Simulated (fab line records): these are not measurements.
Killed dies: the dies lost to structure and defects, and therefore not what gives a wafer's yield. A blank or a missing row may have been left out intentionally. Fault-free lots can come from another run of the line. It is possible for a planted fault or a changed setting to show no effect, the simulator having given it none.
Which of the tools did it? / flow berkeley_cmos170 / at 1 step of a route of 331, 7 lots with 21 wafers sampled

WHAT EACH GAUGE READ, for each wafer
UCB170_START_BOW_MEAS_00.
lot=L852; measured=day 1 15:00; on=film_metro-03; INCOMING_BOW (um)=12 -7 -2
lot=L854; measured=day 2 01:01; on=film_metro-01; INCOMING_BOW (um)=8 -7 -4
lot=L858; measured=day 2 21:00; on=film_metro-03; INCOMING_BOW (um)=0 -5 1
lot=L861; measured=day 3 12:04; on=film_metro-01; INCOMING_BOW (um)=1 -2 1
lot=L863; measured=day 3 22:01; on=film_metro-01; INCOMING_BOW (um)=-7 -1 -7
lot=L869; measured=day 5 04:01; on=film_metro-01; INCOMING_BOW (um)=-1 5 -2
lot=L873; measured=day 6 00:00; on=film_metro-02; INCOMING_BOW (um)=11 6 -2

WHAT TOOL EACH LOT RAN ON (gives the tool, then ch and the chambers of the sampled wafers, and finally the start)
The record shows no process step preceding these readings.

THE ANSWER, worked out from the rows above alone
Rule: the usual values come from the lots themselves. The widest of any qualifying gaps counts: lots, ordered by their means at a reading, are off when they make up no more than a third of the lots, leave a main group of 4 or more, and stand apart from it by 3 or more times the standard deviation of that group's means. A main group is skipped when, at the precision printed for the reading in the tables above, its means are all equal. A lot without any number at a reading at which 4 lots or more have one is off too. The other lots that the step has rows for count as sound.
No lot is off at any reading shown: from this, nothing can be told.

WHAT HAD BEEN PUT IN BY THE SIMULATOR
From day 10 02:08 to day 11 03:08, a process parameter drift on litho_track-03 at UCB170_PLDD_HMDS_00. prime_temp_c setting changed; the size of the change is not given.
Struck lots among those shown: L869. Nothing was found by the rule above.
